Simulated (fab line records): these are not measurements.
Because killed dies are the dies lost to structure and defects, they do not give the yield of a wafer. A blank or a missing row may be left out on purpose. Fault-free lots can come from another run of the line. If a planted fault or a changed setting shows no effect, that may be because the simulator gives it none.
Lot-split experiment :: flow rit_cmos :: on a route of 202 steps: 5 lots, 23 wafers read

## THE SPLIT
At RIT_ACTIVE_EXPOSE_08 (exposes mask M1, target cd 1400 nm), the setting dose_mj was moved away from the recipe's 225 on 11 of the 23 wafers read, by -6.5% to -3.1%. The other wafers ran this setting at the recipe's value.

## FROM THE SPLIT TO THE READING: what the file shows between them, 6 steps
- RIT_ACTIVE_PEB_09
- RIT_ACTIVE_DEVELOP_10: develop time 50 s
- RIT_ACTIVE_CD_MEAS_11: target cd 1400 nm
- RIT_ACTIVE_HARDBAKE_12: time 60 s
- RIT_ACTIVE_ETCH_13: etches Si3N4 in SF6, stops on SiO2, time 210 s, target depth 210 nm
- RIT_ACTIVE_STRIP_14: strips in O2, time 180 s

## THE READING
At RIT_ACTIVE_CD_MEAS_90: cd_nm in nanometres, against a target cd of 1400 nm. A value of 1400.2 nm with a standard deviation of 2.4 nm is what fault-free wafers of this fab line usually give.

wafer: L075.2
tool, chamber at the split: iline_stepper-01, 0
dose_mj as run: 210.4
against the recipe: -6.5%
cd_nm, nm: 1420.8
against lot-mates on the recipe: +20.4

wafer: L075.3
tool, chamber at the split: iline_stepper-01, 0
dose_mj as run: 210.4
against the recipe: -6.5%
cd_nm, nm: 1418.1
against lot-mates on the recipe: +17.7

wafer: L075.4
tool, chamber at the split: iline_stepper-01, 0
dose_mj as run: 210.4
against the recipe: -6.5%
cd_nm, nm: 1418.8
against lot-mates on the recipe: +18.4

wafer: L075.5
tool, chamber at the split: iline_stepper-01, 0
dose_mj as run: 225
against the recipe: recipe
cd_nm, nm: 1399.2
against lot-mates on the recipe: -

wafer: L075.6
tool, chamber at the split: iline_stepper-01, 0
dose_mj as run: 225
against the recipe: recipe
cd_nm, nm: 1401.6
against lot-mates on the recipe: -

wafer: L076.2
tool, chamber at the split: iline_stepper-01, 0
dose_mj as run: 225
against the recipe: recipe
cd_nm, nm: 1399.5
against lot-mates on the recipe: -

wafer: L076.4
tool, chamber at the split: iline_stepper-01, 0
dose_mj as run: 225
against the recipe: recipe
cd_nm, nm: 1400.9
against lot-mates on the recipe: -

wafer: L076.5
tool, chamber at the split: iline_stepper-01, 0
dose_mj as run: 225
against the recipe: recipe
cd_nm, nm: 1400.8
against lot-mates on the recipe: -

wafer: L078.2
tool, chamber at the split: iline_stepper-01, 0
dose_mj as run: 211.6
against the recipe: -6.0%
cd_nm, nm: 1418.9
against lot-mates on the recipe: +13.1

wafer: L078.3
tool, chamber at the split: iline_stepper-01, 0
dose_mj as run: 225
against the recipe: recipe
cd_nm, nm: 1404.7
against lot-mates on the recipe: -

wafer: L078.4
tool, chamber at the split: iline_stepper-01, 0
dose_mj as run: 225
against the recipe: recipe
cd_nm, nm: 1406.9
against lot-mates on the recipe: -

wafer: L078.5
tool, chamber at the split: iline_stepper-01, 0
dose_mj as run: 211.6
against the recipe: -6.0%
cd_nm, nm: 1421.5
against lot-mates on the recipe: +15.7

wafer: L078.6
tool, chamber at the split: iline_stepper-01, 0
dose_mj as run: 211.6
against the recipe: -6.0%
cd_nm, nm: 1419.0
against lot-mates on the recipe: +13.2

wafer: L083.1
tool, chamber at the split: iline_stepper-01, 0
dose_mj as run: 225
against the recipe: recipe
cd_nm, nm: 1400.1
against lot-mates on the recipe: -

wafer: L083.2
tool, chamber at the split: iline_stepper-01, 0
dose_mj as run: 216.9
against the recipe: -3.6%
cd_nm, nm: 1411.8
against lot-mates on the recipe: +10.7

wafer: L083.3
tool, chamber at the split: iline_stepper-01, 0
dose_mj as run: 225
against the recipe: recipe
cd_nm, nm: 1401.7
against lot-mates on the recipe: -

wafer: L083.4
tool, chamber at the split: iline_stepper-01, 0
dose_mj as run: 225
against the recipe: recipe
cd_nm, nm: 1401.4
against lot-mates on the recipe: -

wafer: L083.5
tool, chamber at the split: iline_stepper-01, 0
dose_mj as run: 216.9
against the recipe: -3.6%
cd_nm, nm: 1414.3
against lot-mates on the recipe: +13.2

wafer: L084.2
tool, chamber at the split: iline_stepper-02, 0
dose_mj as run: 218.1
against the recipe: -3.1%
cd_nm, nm: 1409.4
against lot-mates on the recipe: +6.9

wafer: L084.3
tool, chamber at the split: iline_stepper-02, 0
dose_mj as run: 225
against the recipe: recipe
cd_nm, nm: 1401.5
against lot-mates on the recipe: -

wafer: L084.4
tool, chamber at the split: iline_stepper-02, 0
dose_mj as run: 225
against the recipe: recipe
cd_nm, nm: 1403.5
against lot-mates on the recipe: -

wafer: L084.5
tool, chamber at the split: iline_stepper-02, 0
dose_mj as run: 218.1
against the recipe: -3.1%
cd_nm, nm: 1409.9
against lot-mates on the recipe: +7.4

wafer: L084.6
tool, chamber at the split: iline_stepper-02, 0
dose_mj as run: 218.1
against the recipe: -3.1%
cd_nm, nm: 1410.7
against lot-mates on the recipe: +8.2

THE FIT
A straight line over all 23 wafers: cd_nm changes by -2.84 nm for each +1% of dose_mj; r = -0.97; the points scatter about the line by 1.9 nm.
The same after taking each lot's own level away (the mean of its wafers on the recipe; 23 wafers): -2.69 nm for each +1%; r = -0.98; scatter 1.6 nm.
On that fit, the largest move of dose_mj shifts the reading by 17 nm.
The lots' own levels span 1400.40 to 1405.80 nm, that is 2.3 times the standard deviation above.
Consequently the slope shifts little with the lot-to-lot level, the two slopes agreeing.
Check: +16.9 nm against its lot-mates is what the line predicts for one of the wafers moved furthest among these (-6.5%) when that wafer is left out of the fit. It came out at +20.4 nm against them.

## OTHER SPLITS ON THESE WAFERS
Before the reading, these wafers also passed through other splits. Each is held against what the fit with the lots' levels taken away leaves over:
other split on the same wafers: RIT_ACTIVE_OXIDATION_01 ox_time_s
wafers away from the commonest value: 15
r with cd_nm (lot level and that fit taken away): +0.18

## THE WHOLE CHAIN: every reading that the file lists as answering this split, in the file's order
step: RIT_ACTIVE_CD_MEAS_11
what it does: target cd 1400 nm
reading: cd_nm
change (the file's fit): -2.77 nm for each +1% of the setting
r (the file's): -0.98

step: RIT_ACTIVE_ETCH_13
what it does: etches Si3N4 in SF6, stops on SiO2, time 210 s, target depth 210 nm
reading: ACTIVE.cd_nm (the simulator's own value, which no gauge read)
change (the file's fit): -2.74 nm for each +1% of the setting
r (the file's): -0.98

step: RIT_ACTIVE_CD_MEAS_90
what it does: target cd 1400 nm
reading: cd_nm
change (the file's fit): -2.72 nm for each +1% of the setting
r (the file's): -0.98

## FILE'S OWN FIT
cd_nm changes by -2.72 nm for each +1% of dose_mj, r = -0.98.
